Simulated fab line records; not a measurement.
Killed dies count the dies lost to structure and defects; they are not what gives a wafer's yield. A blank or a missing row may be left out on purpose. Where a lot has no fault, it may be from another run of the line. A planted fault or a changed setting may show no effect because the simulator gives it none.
fab line records	flow rit-cmos	part 1 of 2: steps 1 to 28 of 37
[record] lots = 5	wafers = 15	last-day = 7
route steps=202 shown GATE@75 FOX2@80 REOX@98 NLDD@103
lots untouched by any fault: they come from a run of this same line in which no faults occurred
start-h: start of the lot's first displayed wafer, in hours after the record's first day	wait-h: hours from the lot's prior step to this one	" identical to the entry in the row above	L1.1+2: a row that stands for several wafers	- no value, or no start was given	* or withheld: withheld	< > ~ a bound
route shown NAME@n: NAME is a module with steps in the file, n the number in the route of the first one	usual: mean and standard deviation over wafers with no fault	same: alike in all rows	chamber/n: place in a boat	sites: the reading at each site	_std_site: the values' standard deviation	_edge_site: outer sites' mean less inner sites'	radius-mm: how far each site lies from the wafer's centre	mask NAME#n: copy n	behind: the most recent tool/chamber to have shaped the wafer	hold: the reason the lot was held/the length of the hold in hours/how it ended	device: names the non-switching transistor (n, p or np)	end of line: the route-end tests of the same wafers	a step given without rows: its recipe and nothing more	killed: not the wafer's yield, but the dies lost to structure and defects at the first sort	map: a wafer's dies, x killed, . not, _ none there
set.NAME: the setting as run; set.NAME@STEP: as run at that earlier step	model.NAME: the simulator's own value behind a step, which no gauge read
lots at some steps of the route; a table a step, a row a wafer
services: a tool's chamber out of use, with start hour (start-h, from the record's first day; less than 0 if before it), hours out, and reason
[[steps]]
[step RIT_GATE_WET_ETCH_00]
[recipe] chemistry = BOE	target = SiO2	target-depth-nm = 56	time-s = 60	dry = n2-spin	dilution = 10:1	temp-c = 21.5
lot.wafer	tool	chamber	start-h	wait-h
L077.1+2+6	wet-bench-03	1	47.98	0.1
L079.1+2+4	wet-bench-01	2	58.08	0.1
L090.3+4+6	wet-bench-03	0	113.49	0.0
L095.1+5+6	wet-bench-03	1	141.93	0.1
L096.2+3+4	wet-bench-01	0	144.38	0.0
[step RIT_GATE_CLEAN_01]
[recipe] chemistry = SC1	mix = 3:3:50	time-s = 600	temp-c = 75
lot.wafer	tool	chamber	start-h	wait-h
L077.1+2+6	wet-bench-04	1	48.01	0.0
L079.1+2+4	wet-bench-03	3	58.13	0.0
L090.3+4+6	wet-bench-01	0	113.51	0.0
L095.1+5+6	wet-bench-01	3	141.96	0.0
L096.2+3+4	wet-bench-03	1	144.40	0.0
[step RIT_GATE_CLEAN_02]
[recipe] chemistry = dHF	dilution = 50:1	time-s = 30
lot.wafer	tool	chamber	start-h	wait-h
L077.1+2+6	wet-bench-01	2	48.18	0.0
L079.1+2+4	wet-bench-04	2	58.30	0.0
L090.3+4+6	wet-bench-04	3	113.69	0.0
L095.1+5+6	wet-bench-03	3	142.15	0.0
L096.2+3+4	wet-bench-01	3	144.58	0.0
[step RIT_GATE_CLEAN_03]
[recipe] chemistry = SC2	mix = 3:3:50	time-s = 600	temp-c = 75	dry = n2-spin
lot.wafer	tool	chamber	start-h	wait-h
L077.1+2+6	wet-bench-03	1	48.22	0.0
L079.1+2+4	wet-bench-01	3	58.32	0.0
L090.3+4+6	wet-bench-03	3	113.70	0.0
L095.1+5+6	wet-bench-04	2	142.16	0.0
L096.2+3+4	wet-bench-04	0	144.60	0.0
[step RIT_GATE_CLEAN_04]
[recipe] chemistry = dHF	dilution = 50:1	time-s = 60	dry = n2-spin
lot.wafer	tool	chamber	start-h	wait-h
L077.1+2+6	wet-bench-04	0	48.39	0.0
L079.1+2+4	wet-bench-04	3	58.67	0.0
L090.3+4+6	wet-bench-01	3	113.88	0.0
L095.1+5+6	wet-bench-01	0	142.34	0.0
L096.2+3+4	wet-bench-01	3	144.77	0.0
[step RIT_FOX2_THK_MEAS_91]
[recipe] reads = SiO2_of_FOX2_OXIDATION_00
[usual] FIELD_OXIDE_LEFT_2_THK = 255/6.4
lot.wafer	tool	chamber	start-h	wait-h	FIELD_OXIDE_LEFT_2_THK[nm]
L077.1	film-metro-03	-	48.42	0.0	250
L077.2	"	-	"	"	248
L077.6	"	-	"	"	249
L079.1	film-metro-03	-	58.70	0.0	253
L079.2	"	-	"	"	255
L079.4	"	-	"	"	247
L090.3	film-metro-03	-	113.92	0.0	259
L090.4	"	-	"	"	253
L090.6	"	-	"	"	256
L095.1	film-metro-03	-	142.37	0.0	261
L095.5	"	-	"	"	256
L095.6	"	-	"	"	256
L096.2	film-metro-03	-	144.81	0.0	256
L096.3	"	-	"	"	257
L096.4	"	-	"	"	255
[step RIT_GATE_OXIDATION_05]
[recipe] temp-c = 900	ambient = O2	target-thk-a = 30	ox-time-s = 270
[usual] ox-temp-c-max = 905.1/1.9	spike-tc-source-C = 922.0/1.2
lot.wafer	tool	chamber	start-h	wait-h	ox-temp-c-max	spike-tc-source-C
L077.1	furnace-04	0	49.46	1.0	908.4	921.6
L077.2	"	0	"	"	908.7	919.2
L077.6	"	0	"	"	906.7	923.6
L079.1	furnace-03	0	58.77	0.1	904.7	921.8
L079.2	"	0	"	"	904.7	920.3
L079.4	"	0	"	"	903.8	921.5
L090.3	furnace-01	0	119.30	5.4	902.7	923.5
L090.4	"	0	"	"	903.5	922.5
L090.6	"	0	"	"	903.6	923.4
L095.1	furnace-01	0	142.43	0.1	902.4	922.4
L095.5	"	0	"	"	902.6	923.2
L095.6	"	0	"	"	902.4	922.6
L096.2	furnace-04	0	144.86	0.0	906.2	921.3
L096.3	"	0	"	"	906.2	923.3
L096.4	"	0	"	"	906.5	920.2
[step RIT_GATE_ANNEAL_06]
[recipe] temp-c = 900	time-s = 600	ambient = N2O
[usual] spike-tc-source-C = 921.6/1.3
lot.wafer	tool	chamber	start-h	wait-h	spike-tc-source-C
L077.1	furnace-04	0	50.53	0.0	920.4
L077.2	"	0	"	"	920.9
L077.6	"	0	"	"	918.8
L079.1	furnace-03	0	59.84	0.0	922.1
L079.2	"	0	"	"	919.8
L079.4	"	0	"	"	921.6
L090.3	furnace-04	0	124.13	3.8	923.3
L090.4	"	0	"	"	921.6
L090.6	"	0	"	"	922.4
L095.1	furnace-04	0	143.50	0.0	921.9
L095.5	"	0	"	"	921.4
L095.6	"	0	"	"	922.1
L096.2	furnace-04	0	149.80	3.9	920.4
L096.3	"	0	"	"	918.5
L096.4	"	0	"	"	920.6
[step RIT_GATE_THK_MEAS_07]
[recipe] reads = SiO2_of_GATE_OXIDATION_05
[usual] GATE_OXIDE_THK = 3.00/0.053
lot.wafer	tool	chamber	start-h	wait-h	GATE_OXIDE_THK[nm]
L077.1	film-metro-03	-	50.78	0.0	2.98
L077.2	"	-	"	"	2.99
L077.6	"	-	"	"	2.99
L079.1	film-metro-03	-	60.09	0.0	3.04
L079.2	"	-	"	"	3.04
L079.4	"	-	"	"	2.99
L090.3	film-metro-04	-	124.40	0.0	2.99
L090.4	"	-	"	"	3.01
L090.6	"	-	"	"	3.02
L095.1	film-metro-04	-	143.75	0.0	3.00
L095.5	"	-	"	"	3.01
L095.6	"	-	"	"	3.10
L096.2	film-metro-03	-	150.06	0.0	3.02
L096.3	"	-	"	"	3.03
L096.4	"	-	"	"	3.01
[step RIT_GATE_CVD_08]
[recipe] material = poly-Si	target-thk-nm = 250	temp-c = 610	precursor = SiH4	time-s = 2220	pressure-mtorr = 300	sih4-flow-sccm = 100
[usual] pressure-mtorr = 300.1/0.71	spike-tc-source-C = 629.9/1.7
lot.wafer	tool	chamber	start-h	wait-h	pressure-mtorr	spike-tc-source-C
L077.1	lpcvd-01	1	50.97	0.2	300.0	629.0
L077.2	"	1	"	"	300.9	629.4
L077.6	"	1	"	"	300.4	630.5
L079.1	lpcvd-01	1	60.24	0.1	300.2	628.0
L079.2	"	1	"	"	299.8	630.1
L079.4	"	1	"	"	299.9	628.5
L090.3	lpcvd-01	0	124.44	0.0	300.9	627.9
L090.4	"	0	"	"	300.3	629.9
L090.6	"	0	"	"	299.1	628.7
L095.1	lpcvd-02	0	143.85	0.1	300.4	630.0
L095.5	"	0	"	"	300.4	629.8
L095.6	"	0	"	"	300.7	629.4
L096.2	lpcvd-02	1	150.11	0.0	300.9	631.7
L096.3	"	1	"	"	300.6	632.7
L096.4	"	1	"	"	300.6	632.3
[step RIT_GATE_THK_MEAS_09]
[recipe] reads = poly-Si_of_GATE_CVD_08
[usual] GATE_POLY_THK = 250.5/2.3
lot.wafer	tool	chamber	start-h	wait-h	GATE_POLY_THK[nm]
L077.1	film-metro-02	-	52.59	0.0	249.9
L077.2	"	-	"	"	248.8
L077.6	"	-	"	"	249.5
L079.1	film-metro-03	-	61.86	0.0	248.3
L079.2	"	-	"	"	248.7
L079.4	"	-	"	"	246.2
L090.3	film-metro-03	-	126.07	0.0	250.0
L090.4	"	-	"	"	251.6
L090.6	"	-	"	"	249.7
L095.1	film-metro-03	-	145.46	0.0	250.1
L095.5	"	-	"	"	247.9
L095.6	"	-	"	"	248.3
L096.2	film-metro-02	-	151.74	0.0	248.9
L096.3	"	-	"	"	247.4
L096.4	"	-	"	"	246.3
[step RIT_GATE_HMDS_10]
[recipe] prime-time-s = 60	prime-temp-c = 140
[usual] chill-plate-temp-C = 22.98/0.088	exhaust-pa = 45.1/0.97
[same] prime-time-s = 60
lot.wafer	tool	chamber	start-h	wait-h	chill-plate-temp-C	exhaust-pa
L077.1	litho-track-03	0	52.65	0.1	22.94	45.6
L077.2	"	0	"	"	22.98	44.7
L077.6	"	0	"	"	22.81	44.1
L079.1	litho-track-01	0	61.92	0.1	23.05	45.4
L079.2	"	0	"	"	22.83	46.3
L079.4	"	0	"	"	22.84	45.5
L090.3	litho-track-04	0	126.16	0.1	22.97	45.1
L090.4	"	0	"	"	22.94	45.6
L090.6	"	0	"	"	23.01	45.9
L095.1	litho-track-03	0	145.52	0.1	22.91	45.6
L095.5	"	0	"	"	22.78	44.8
L095.6	"	0	"	"	23.14	44.4
L096.2	litho-track-01	0	151.81	0.1	22.91	43.3
L096.3	"	0	"	"	22.81	44.5
L096.4	"	0	"	"	22.87	43.5
[step RIT_GATE_COAT_11]
[recipe] resist = NOVOLAK	spin-rpm = 4250	resist-thk-nm = 850
[usual] chill-plate-temp-C = 22.99/0.11	exhaust-pa = 45.0/0.81
lot.wafer	tool	chamber	start-h	wait-h	chill-plate-temp-C	exhaust-pa
L077.1	litho-track-03	0	52.80	0.1	22.90	45.6
L077.2	"	0	"	"	23.05	44.6
L077.6	"	0	"	"	22.93	44.5
L079.1	litho-track-01	0	62.07	0.1	22.98	44.9
L079.2	"	0	"	"	23.15	45.3
L079.4	"	0	"	"	23.26	44.8
L090.3	litho-track-04	0	126.31	0.1	22.87	45.9
L090.4	"	0	"	"	22.99	46.6
L090.6	"	0	"	"	22.97	46.2
L095.1	litho-track-03	0	145.67	0.1	23.01	45.3
L095.5	"	0	"	"	22.74	45.9
L095.6	"	0	"	"	22.95	45.9
L096.2	litho-track-01	0	151.96	0.1	22.88	44.4
L096.3	"	0	"	"	23.14	45.4
L096.4	"	0	"	"	22.93	45.5
[step RIT_GATE_SOFTBAKE_12]
[recipe] resist = NOVOLAK	temp-c = 90	time-s = 59.16
[usual] chill-plate-temp-C = 22.96/0.095	exhaust-pa = 45.0/0.81
lot.wafer	tool	chamber	start-h	wait-h	chill-plate-temp-C	exhaust-pa
L077.1	litho-track-03	0	52.95	0.1	22.85	45.9
L077.2	"	0	"	"	22.84	45.6
L077.6	"	0	"	"	22.80	45.3
L079.1	litho-track-01	0	62.22	0.1	22.78	44.9
L079.2	"	0	"	"	22.98	46.3
L079.4	"	0	"	"	22.83	45.0
L090.3	litho-track-04	0	126.46	0.1	22.94	45.5
L090.4	"	0	"	"	22.90	45.2
L090.6	"	0	"	"	22.92	44.0
L095.1	litho-track-03	0	145.82	0.1	22.93	45.5
L095.5	"	0	"	"	23.00	44.8
L095.6	"	0	"	"	22.97	44.2
L096.2	litho-track-01	0	152.11	0.1	23.01	44.7
L096.3	"	0	"	"	22.93	44.7
L096.4	"	0	"	"	22.98	44.5
[step RIT_GATE_EXPOSE_13]
[recipe] mask-id = M6	na = 0.6	source-shape = conventional	sigma-outer = 0.6	target-cd-nm = 150	dose-mj = 380
lot.wafer	tool	chamber	start-h	wait-h	mask
L077.1+2+6	iline-stepper-01	0	53.10	0.1	M6#0
L079.1+2+4	iline-stepper-01	0	62.37	0.1	M6#0
L090.3+4+6	iline-stepper-01	0	126.60	0.1	M6#0
L095.1+5+6	iline-stepper-02	0	145.97	0.1	M6#0
L096.2+3+4	iline-stepper-02	0	152.25	0.1	M6#0
[step RIT_GATE_PEB_14]
[recipe] resist = NOVOLAK	temp-c = withheld	time-s = withheld
[usual] chill-plate-temp-C = *	exhaust-pa = 44.8/0.92
lot.wafer	tool	chamber	start-h	wait-h	chill-plate-temp-C	exhaust-pa
L077.1	litho-track-01	0	53.21	0.1	*	44.2
L077.2	"	0	"	"	*	45.0
L077.6	"	0	"	"	*	42.7
L079.1	litho-track-03	0	62.49	0.1	*	45.2
L079.2	"	0	"	"	*	46.2
L079.4	"	0	"	"	*	45.4
L090.3	litho-track-04	0	126.73	0.1	*	44.6
L090.4	"	0	"	"	*	43.9
L090.6	"	0	"	"	*	44.9
L095.1	litho-track-04	0	146.09	0.1	*	44.2
L095.5	"	0	"	"	*	44.8
L095.6	"	0	"	"	*	44.3
L096.2	litho-track-03	0	152.38	0.1	*	46.2
L096.3	"	0	"	"	*	45.4
L096.4	"	0	"	"	*	44.4
[step RIT_GATE_DEVELOP_15]
[recipe] resist = NOVOLAK	develop-time-s = 50	dev-temp-c = 23
[usual] chill-plate-temp-C = 22.98/0.1	exhaust-pa = 45.0/0.86
[same] develop-time-s = 50
lot.wafer	tool	chamber	start-h	wait-h	chill-plate-temp-C	exhaust-pa
L077.1	litho-track-01	0	-	-	23.02	44.1
L077.2	"	0	"	"	23.13	43.9
L077.6	"	0	"	"	23.04	44.5
L079.1	litho-track-03	0	-	-	23.02	43.8
L079.2	"	0	"	"	22.78	44.4
L079.4	"	0	"	"	22.80	43.4
L090.3	litho-track-04	0	-	-	22.99	46.4
L090.4	"	0	"	"	22.97	44.7
L090.6	"	0	"	"	23.16	45.2
L095.1	litho-track-04	0	-	-	23.05	45.5
L095.5	"	0	"	"	23.02	44.3
L095.6	"	0	"	"	23.13	44.5
L096.2	litho-track-03	0	-	-	22.89	45.2
L096.3	"	0	"	"	23.11	45.8
L096.4	"	0	"	"	23.02	45.0
[step RIT_GATE_CD_MEAS_16]
[recipe] target-cd-nm = 150
[usual] cd-nm = 149.0/2.2
lot.wafer	tool	chamber	start-h	wait-h	cd-nm
L077.1	cd-sem-01	-	53.50	-	149.0
L077.2	"	-	"	"	146.9
L077.6	"	-	"	"	148.8
L079.1	cd-sem-01	-	62.77	-	145.4
L079.2	"	-	"	"	143.8
L079.4	"	-	"	"	146.6
L090.3	cd-sem-02	-	127.00	-	149.0
L090.4	"	-	"	"	148.9
L090.6	"	-	"	"	148.1
L095.1	cd-sem-02	-	146.37	-	143.0
L095.5	"	-	"	"	144.7
L095.6	"	-	"	"	145.8
L096.2	cd-sem-02	-	152.66	-	150.9
L096.3	"	-	"	"	153.6
L096.4	"	-	"	"	152.9
[step RIT_GATE_OVL_MEAS_17]
[usual] GATE_OVL = -0.6/1.4
lot.wafer	tool	chamber	start-h	wait-h	GATE_OVL[nm]
L077.1	overlay-01	-	53.62	0.1	-0.1
L077.2	"	-	"	"	-0.8
L077.6	"	-	"	"	0.7
L079.1	overlay-01	-	62.89	0.1	0.1
L079.2	"	-	"	"	-0.7
L079.4	"	-	"	"	1.0
L090.3	overlay-01	-	127.13	0.1	-2.1
L090.4	"	-	"	"	-2.1
L090.6	"	-	"	"	-2.3
L095.1	overlay-01	-	146.49	0.1	-1.9
L095.5	"	-	"	"	-1.5
L095.6	"	-	"	"	-1.2
L096.2	overlay-02	-	152.76	0.1	0.1
L096.3	"	-	"	"	0.7
L096.4	"	-	"	"	1.1
[step RIT_GATE_HARDBAKE_18]
[recipe] resist = NOVOLAK	temp-c = 140	time-s = 60
[usual] chill-plate-temp-C = 22.99/0.1	exhaust-pa = 44.9/0.85
lot.wafer	tool	chamber	start-h	wait-h	chill-plate-temp-C	exhaust-pa
L077.1	litho-track-01	0	53.65	0.0	23.08	45.6
L077.2	"	0	"	"	22.94	46.5
L077.6	"	0	"	"	22.74	44.6
L079.1	litho-track-03	0	63.17	0.3	22.95	45.2
L079.2	"	0	"	"	22.89	44.6
L079.4	"	0	"	"	22.77	44.0
L090.3	litho-track-01	0	127.30	0.2	22.90	44.4
L090.4	"	0	"	"	22.85	44.2
L090.6	"	0	"	"	22.94	44.4
L095.1	litho-track-01	0	146.53	0.0	23.02	44.2
L095.5	"	0	"	"	23.23	46.1
L095.6	"	0	"	"	23.08	45.6
L096.2	litho-track-04	0	152.82	0.0	22.73	45.4
L096.3	"	0	"	"	22.96	44.0
L096.4	"	0	"	"	23.02	45.2
[step RIT_GATE_ETCH_19]
[recipe] chemistry = SF6/CHF3/O2	time-s = 165	SF6_flow_sccm = 30	CHF3_flow_sccm = 30	O2_flow_sccm = 5	target = poly-Si	pressure-mtorr = 40	rf-w = 160	target-depth-a = 3125	over-etch-frac = 0.25	stop-on = SiO2
[usual] drypump-motor-current-A = 6.0/0.32	oes-product-au = 0.848/0.0095	throttle-valve-pct = 10.30/0.14
[same] over-etch-frac = 0.25
lot.wafer	tool	chamber	start-h	wait-h	drypump-motor-current-A	oes-product-au	rf-hours-counter-h	throttle-valve-pct
L077.1	rie-si-01	0	53.80	0.1	5.7	0.842	4	10.33
L077.2	"	3	"	"	6.3	0.850	29	10.18
L077.6	"	3	"	"	6.3	0.850	-	10.19
L079.1	rie-si-01	0	63.32	0.1	5.7	0.837	4	10.34
L079.2	"	1	"	"	6.4	0.848	0	10.21
L079.4	"	0	"	"	5.7	0.833	-	10.36
L090.3	rie-si-02	0	127.40	0.1	6.0	0.844	99	10.50
L090.4	"	1	"	"	5.8	0.845	1	10.33
L090.6	"	2	"	"	6.3	0.845	-	10.09
L095.1	rie-si-01	1	146.68	0.1	6.4	0.845	1	10.22
L095.5	"	0	"	"	5.7	0.840	-	10.34
L095.6	"	3	"	"	6.3	0.855	-	10.18
L096.2	rie-si-02	3	152.94	0.1	6.1	0.853	1	10.46
L096.3	"	0	"	"	5.9	0.834	99	10.49
L096.4	"	2	"	"	6.3	0.842	0	10.09
[step RIT_GATE_STRIP_20]
[recipe] chemistry = O2	time-s = 180	resist = NOVOLAK	platen-temp-c = withheld	power-w = 500	pressure-mtorr = 4000	o2-flow-sccm = 4000
[usual] drypump-motor-current-A = 6.09/0.19	o2-flow-sccm = 4001/11
lot.wafer	tool	chamber	start-h	wait-h	drypump-motor-current-A	o2-flow-sccm	rf-hours-counter-h
L077.1	plasma-asher-02	0	53.91	0.1	6.03	4003	41
L077.2	"	1	"	"	5.69	4011	41
L077.6	"	1	"	"	5.67	4001	-
L079.1	plasma-asher-03	1	63.42	0.1	6.01	4005	29
L079.2	"	0	"	"	6.14	3993	29
L079.4	"	1	"	"	5.98	4017	-
L090.3	plasma-asher-02	0	127.56	0.1	6.02	3986	-
L090.4	"	1	"	"	5.72	4010	-
L090.6	"	1	"	"	5.73	4019	-
L095.1	plasma-asher-04	0	146.79	0.1	6.04	4006	49
L095.5	"	0	"	"	6.07	4005	-
L095.6	"	1	"	"	6.46	4012	-
L096.2	plasma-asher-04	1	153.05	0.1	6.41	4012	49
L096.3	"	1	"	"	6.42	3990	-
L096.4	"	0	"	"	6.03	4005	-
[step RIT_GATE_CD_MEAS_90]
[recipe] target-cd-nm = 150
[usual] cd-nm = 148.9/2.1
lot.wafer	tool	chamber	start-h	wait-h	cd-nm
L077.1	cd-sem-01	-	54.09	0.1	148.9
L077.2	"	-	"	"	147.3
L077.6	"	-	"	"	149.0
L079.1	cd-sem-02	-	63.60	0.1	145.4
L079.2	"	-	"	"	143.4
L079.4	"	-	"	"	146.3
L090.3	cd-sem-02	-	127.72	0.1	148.7
L090.4	"	-	"	"	148.6
L090.6	"	-	"	"	148.3
L095.1	cd-sem-01	-	146.96	0.1	142.9
L095.5	"	-	"	"	145.1
L095.6	"	-	"	"	146.5
L096.2	cd-sem-01	-	153.24	0.1	151.0
L096.3	"	-	"	"	153.7
L096.4	"	-	"	"	152.7
[step RIT_REOX_CLEAN_00]
[recipe] chemistry = SC1	mix = 3:3:50	time-s = 600	temp-c = 76.21
lot.wafer	tool	chamber	start-h	wait-h
L077.1+2+6	wet-bench-03	1	54.21	0.1
L079.1+2+4	wet-bench-03	2	63.72	0.1
L090.3+4+6	wet-bench-03	2	127.80	0.1
L095.1+5+6	wet-bench-04	2	147.08	0.1
L096.2+3+4	wet-bench-03	2	153.34	0.1
[step RIT_REOX_CLEAN_01]
[recipe] chemistry = dHF	dilution = 50:1	time-s = 30
lot.wafer	tool	chamber	start-h	wait-h
L077.1+2+6	wet-bench-04	3	54.38	0.0
L079.1+2+4	wet-bench-04	3	63.89	0.0
L090.3+4+6	wet-bench-02	2	127.97	0.0
L095.1+5+6	wet-bench-02	0	147.26	0.0
L096.2+3+4	wet-bench-02	2	153.52	0.0
[step RIT_REOX_CLEAN_02]
[recipe] chemistry = SC2	mix = 3:3:50	time-s = 600	temp-c = 75	dry = n2-spin
lot.wafer	tool	chamber	start-h	wait-h
L077.1+2+6	wet-bench-02	2	54.40	0.0
L079.1+2+4	wet-bench-02	2	63.91	0.0
L090.3+4+6	wet-bench-03	3	127.99	0.0
L095.1+5+6	wet-bench-03	2	147.27	0.0
L096.2+3+4	wet-bench-04	2	153.54	0.0
[step RIT_REOX_OXIDATION_03]
[recipe] temp-c = 900	ambient = O2	target-thk-a = 252	ox-time-s = 5580
[usual] ox-temp-c-max = 904.8/1.6	spike-tc-source-C = 922.1/1.3
lot.wafer	tool	chamber	start-h	wait-h	ox-temp-c-max	spike-tc-source-C
L077.1	furnace-04	0	54.83	0.2	905.8	922.3
L077.2	"	0	"	"	908.6	922.5
L077.6	"	0	"	"	906.7	921.5
L079.1	furnace-01	0	64.97	0.7	903.9	923.2
L079.2	"	0	"	"	902.6	921.8
L079.4	"	0	"	"	904.2	921.7
L090.3	furnace-01	0	128.98	0.8	903.1	922.5
L090.4	"	0	"	"	902.1	923.5
L090.6	"	0	"	"	902.9	923.3
L095.1	furnace-04	0	151.36	3.9	908.0	922.0
L095.5	"	0	"	"	906.7	921.6
L095.6	"	0	"	"	905.5	920.7
L096.2	furnace-01	0	155.36	1.6	902.7	923.9
L096.3	"	0	"	"	901.8	922.3
L096.4	"	0	"	"	902.7	923.3
[step RIT_REOX_THK_MEAS_04]
[recipe] reads = SiO2_of_REOX_OXIDATION_03
[usual] REOX_OXIDE_THK = 25.1/0.45
lot.wafer	tool	chamber	start-h	wait-h	REOX_OXIDE_THK[nm]
L077.1	film-metro-03	-	57.38	0.0	25.1
L077.2	"	-	"	"	24.5
L077.6	"	-	"	"	25.2
L079.1	film-metro-03	-	67.52	0.0	25.2
L079.2	"	-	"	"	24.8
L079.4	"	-	"	"	25.1
L090.3	film-metro-04	-	131.55	0.0	25.0
L090.4	"	-	"	"	25.4
L090.6	"	-	"	"	25.5
L095.1	film-metro-01	-	153.91	0.0	24.8
L095.5	"	-	"	"	25.1
L095.6	"	-	"	"	25.2
L096.2	film-metro-01	-	157.92	0.0	25.0
L096.3	"	-	"	"	25.2
L096.4	"	-	"	"	25.1
